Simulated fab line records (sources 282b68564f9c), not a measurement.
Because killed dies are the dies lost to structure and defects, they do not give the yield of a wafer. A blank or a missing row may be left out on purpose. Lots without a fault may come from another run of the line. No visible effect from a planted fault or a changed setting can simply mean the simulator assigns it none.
Matching of chambers :: flow rit cmos :: rie si-01 running RIT_GATE_ETCH_19: 4 sister chambers
The step etches poly-Si in SF6/CHF3/O2, stops on SiO2, time 165 s, target depth 312.5 nm. 14 wafers are shown with their chamber, then 7 later ones without.

WAFERS PAIRED WITH THEIR CHAMBERS
wafer: L582.1
chamber: 3
throttle valve pct (%): 10.41
drypump motor current A (A): 5.8
oes product au (a.u.): 0.876

wafer: L582.2
chamber: 1
throttle valve pct (%): 10.11
drypump motor current A (A): 5.5
oes product au (a.u.): 0.845

wafer: L582.4
chamber: 2
throttle valve pct (%): 10.36
drypump motor current A (A): 5.8
oes product au (a.u.): 0.843

wafer: L584.2
chamber: 3
throttle valve pct (%): 10.40
drypump motor current A (A): 5.8
oes product au (a.u.): 0.873

wafer: L584.3
chamber: 1
throttle valve pct (%): 10.10
drypump motor current A (A): 5.5
oes product au (a.u.): 0.851

wafer: L584.5
chamber: 1
throttle valve pct (%): 10.09
drypump motor current A (A): 5.5
oes product au (a.u.): 0.852

wafer: L586.2
chamber: 2
throttle valve pct (%): 10.36
drypump motor current A (A): 5.9
oes product au (a.u.): 0.839

wafer: L586.5
chamber: 0
throttle valve pct (%): 10.29
drypump motor current A (A): 6.1
oes product au (a.u.): 0.843

wafer: L586.6
chamber: 3
throttle valve pct (%): 10.40
drypump motor current A (A): 5.8
oes product au (a.u.): 0.874

wafer: L588.4
chamber: 2
throttle valve pct (%): 10.35
drypump motor current A (A): 5.8
oes product au (a.u.): 0.849

wafer: L588.5
chamber: 0
throttle valve pct (%): 10.29
drypump motor current A (A): 6.1
oes product au (a.u.): 0.838

wafer: L588.6
chamber: 3
throttle valve pct (%): 10.40
drypump motor current A (A): 5.8
oes product au (a.u.): 0.875

wafer: L590.2
chamber: 3
throttle valve pct (%): 10.41
drypump motor current A (A): 5.8
oes product au (a.u.): 0.863

wafer: L590.3
chamber: 2
throttle valve pct (%): 10.35
drypump motor current A (A): 5.8
oes product au (a.u.): 0.837

SIGNATURES (means of the wafers above)
reading: throttle valve pct
chamber 0: 10.2900
chamber 1: 10.1000
chamber 2: 10.3550
chamber 3: 10.4040
scatter within a chamber: 0.00648

reading: drypump motor current A
chamber 0: 6.100
chamber 1: 5.500
chamber 2: 5.825
chamber 3: 5.800
scatter within a chamber: 0.0274

reading: oes product au
chamber 0: 0.84050
chamber 1: 0.84933
chamber 2: 0.84200
chamber 3: 0.87220
scatter within a chamber: 0.00486
Rule: for each reading, subtract the chamber's mean from the wafer's reading, divide by that reading's scatter and square the result; add these up over the readings and take the root, which gives the wafer's distance from the chamber. The wafer belongs to the nearest chamber; if the next one is less than 2 further off, it can't be placed. The scatter: take each reading less its chamber's mean, square it, sum over the shown wafers, divide by the number of wafers less the number of chambers, and take the root.

WAFERS WITH NO CHAMBER GIVEN
wafer: L590.4
throttle valve pct (%): 10.42
drypump motor current A (A): 5.9
oes product au (a.u.): 0.869

wafer: L602.1
throttle valve pct (%): 10.12
drypump motor current A (A): 5.5
oes product au (a.u.): 0.839

wafer: L602.3
throttle valve pct (%): 10.29
drypump motor current A (A): 6.1
oes product au (a.u.): 0.842

wafer: L602.4
throttle valve pct (%): 10.36
drypump motor current A (A): 5.8
oes product au (a.u.): 0.836

wafer: L604.4
throttle valve pct (%): 10.40
drypump motor current A (A): 5.9
oes product au (a.u.): 0.859

wafer: L604.5
throttle valve pct (%): 10.30
drypump motor current A (A): 6.1
oes product au (a.u.): 0.845

wafer: L604.6
throttle valve pct (%): 10.42
drypump motor current A (A): 5.9
oes product au (a.u.): 0.859

WHICH CHAMBER EACH WENT THROUGH
wafer: L590.4
from the rows above: 3
in truth: 3

wafer: L602.1
from the rows above: 1
in truth: 1

wafer: L602.3
from the rows above: 0
in truth: 0

wafer: L602.4
from the rows above: 2
in truth: 2

wafer: L604.4
from the rows above: 3
in truth: 3

wafer: L604.5
from the rows above: 0
in truth: 0

wafer: L604.6
from the rows above: 3
in truth: 3
Placed correctly: 7 of 7. Number that these rows cannot place: 0. Placed wrongly: 0.
